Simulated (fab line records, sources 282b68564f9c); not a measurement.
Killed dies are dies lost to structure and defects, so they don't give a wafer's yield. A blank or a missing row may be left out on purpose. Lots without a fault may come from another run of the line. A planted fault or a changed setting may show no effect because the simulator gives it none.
Problem report in the 8D (eight disciplines) form, filled by code | flow rit_cmos | the parts of the form that need people (team, actions taken, sign-off) are left out

1. THE PROBLEM
spin_speed_rpm at RIT_ACTIVE_COAT_06 reads a mean of 3473.0 rpm on 9 wafers of 3 lots; wafers without a fault read 3250.2 rpm with a standard deviation of 2.2. That is +99 or more standard deviations from the usual mean.
The step: resist thk 1000 nm.
First seen on wafer L141.1, day 2 17:54, on litho_track-01. The record holds 45 wafers of 15 lots with a number at this step. Rule for "out", or "out of limits": more than 4 standard deviations from the usual mean. The other wafers with a number count as sound.

2. WHAT IT IS AND WHAT IT IS NOT
question                    | is                     | is not
which readings at this step | spin_speed_rpm         | -
which lots                  | L141, L142, L144       | L136, L138, L139, L140, L147, L149, L150, L152, L154, L155, L157, L159
which wafers of those lots  | all that have a number | -
read on which tools         | litho_track-01         | litho_track-03, litho_track-04
when                        | from day 2 17:54       | up to then (12 sound wafers); but 24 sound wafers of L147, L149, L150, L152, L154, L155, L157, L159 came after

3. SUSPECTS, AND WHAT RULES EACH OUT
Counting: a tool at a process step up to the reading stays a suspect if it ran every lot that is out and no sound lot after the first of them.
- litho_track-01 at RIT_ACTIVE_COAT_06 (resist thk 1000 nm): kept. It ran every lot that is out, first L141 (day 2 17:54), and no sound lot after that; its last sound lot up to then is L140 (day 2 10:54). Its own readings are out on those wafers: spin_speed_rpm.
Left after counting: litho_track-01 at RIT_ACTIVE_COAT_06.

4. THE CAUSE (what the simulator had put in)
Process parameter drift: litho_track-01, from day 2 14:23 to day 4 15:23, at RIT_ACTIVE_COAT_06. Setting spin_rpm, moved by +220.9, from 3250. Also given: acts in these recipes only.
Counting left only this tool.

5. THE CHAIN OF EFFECTS, in route order
Each row: a reading whose mean over the struck wafers that have a number lies more than 3 standard deviations from the usual. Only readings for which the record gives a usual standard deviation are gone through. hours: the time from each lot's start at the first step in this table that gives one to its start at this step, as a median over the lots. sigmas: the change in usual standard deviations.
hours | step               | reading        | usual      | on struck wafers | change | sigmas
0     | RIT_ACTIVE_COAT_06 | spin_speed_rpm | 3250.2 rpm | 3473.0           | +222.8 | +99 or more
The process steps in it:
- RIT_ACTIVE_COAT_06: resist thk 1000 nm.
Later measuring or inspecting steps at which every struck wafer that the step has a row for has a number for every such reading, and none has moved that far: RIT_NWELL_OVL_MEAS_06.

6. WHAT WOULD HAVE CAUGHT IT SOONER
In this record the first reading out of limits was taken at day 2 17:54, 4 hours after the fault began at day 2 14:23.
